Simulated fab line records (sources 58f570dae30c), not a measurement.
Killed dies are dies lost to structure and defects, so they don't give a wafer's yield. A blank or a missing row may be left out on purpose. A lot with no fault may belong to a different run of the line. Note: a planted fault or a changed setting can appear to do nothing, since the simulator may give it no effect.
Split-lot study	flow berkeley-cmos170	23 wafers read across 5 lots, on a route 331 steps long

SPLIT DETAILS
At UCB170_M2_COAT_05 (resist thk 900 nm), the setting resist-thk-nm was moved away from the recipe's 900 nm on 4 of the 23 wafers read, by -5.2% to +4.7%. The other wafers ran this setting at the recipe's value.

The split's own step is where the reading is taken.

THE READING
KrF_of_M2_COAT_05.thk-nm (the simulator's own value, which no gauge read), in nm, at UCB170_M2_COAT_05 (resist thk 900 nm). No usual value for it is given in the file. Average 900.7 nm, standard deviation 2.4 nm, over the 19 wafers here run with the recipe.

wafer	tool, chamber at the split	resist-thk-nm as run, nm	against the recipe	KrF_of_M2_COAT_05.thk-nm, nm	against lot-mates on the recipe
L075.1	litho-track-02, 0	900	recipe	905.1	-
L075.2	litho-track-02, 0	900	recipe	902.8	-
L075.3	litho-track-02, 0	900	recipe	900.1	-
L075.5	litho-track-02, 0	900	recipe	901.7	-
L075.6	litho-track-02, 0	900	recipe	900.8	-
L080.1	litho-track-01, 0	900	recipe	902.4	-
L080.2	litho-track-01, 0	900	recipe	901.1	-
L080.3	litho-track-01, 0	900	recipe	902.7	-
L080.5	litho-track-01, 0	900	recipe	899.8	-
L080.6	litho-track-01, 0	900	recipe	899.3	-
L077.2	litho-track-01, 0	900	recipe	899.4	-
L077.3	litho-track-01, 0	900	recipe	897.4	-
L077.4	litho-track-01, 0	900	recipe	896.5	-
L077.5	litho-track-01, 0	942.6	+4.7%	940.2	+42.4
L077.6	litho-track-01, 0	942.6	+4.7%	942	+44.2
L083.1	litho-track-02, 0	900	recipe	901.8	-
L083.3	litho-track-02, 0	900	recipe	902.3	-
L083.4	litho-track-02, 0	900	recipe	903.9	-
L085.2	litho-track-02, 0	853.5	-5.2%	854.3	-44.5
L085.3	litho-track-02, 0	900	recipe	899	-
L085.4	litho-track-02, 0	853.5	-5.2%	852.5	-46.3
L085.5	litho-track-02, 0	900	recipe	895.4	-
L085.6	litho-track-02, 0	900	recipe	901.9	-

THE FIT
A straight line over all 23 wafers: KrF_of_M2_COAT_05.thk-nm changes by +8.87 nm for each +1% of resist-thk-nm; r = +0.99; the points scatter about the line by 2.4 nm.
The same after taking each lot's own level away (the mean of its wafers on the recipe; 23 wafers): +8.95 nm for each +1%; r = +1.00; scatter 1.7 nm.
Per that fit: largest resist-thk-nm move, reading shift of 46 nm.
The span of the lots' own levels, 897.77 to 902.67 nm, comes to 2.0 times the standard deviation stated above.
So the lot-to-lot level changes the slope little: the two slopes agree.
Check: -46.8 nm against its lot-mates is what the line predicts for one of the wafers moved furthest among these (-5.2%) when that wafer is left out of the fit. It came out at -44.5 nm against them.

ADDITIONAL SPLITS CARRIED BY THESE WAFERS
Other splits were also applied to these wafers ahead of the reading. Each is held against what the fit with the lots' levels taken away leaves over:
other split on the same wafers	wafers away from the commonest value	r with KrF_of_M2_COAT_05.thk-nm (lot level and that fit taken away)
UCB170_V1_EXPOSE_09 dose-mj	5	+0.40

THE WHOLE CHAIN: every reading that the file lists as answering this split, in the file's order
step	what it does	reading	change (the file's fit)	r (the file's)
UCB170_M2_COAT_05	resist thk 900 nm	KrF_of_M2_COAT_05.thk-nm (the simulator's own value, which no gauge read)	+8.95 nm for each +1% of the setting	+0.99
UCB170_M2_STRIP_07	strips in O2	strip-time-to-endpoint-s	withheld for each +1% of the setting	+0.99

THE FILE'S OWN FIT
KrF_of_M2_COAT_05.thk-nm changes by +8.95 nm for each +1% of resist-thk-nm, r = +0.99.
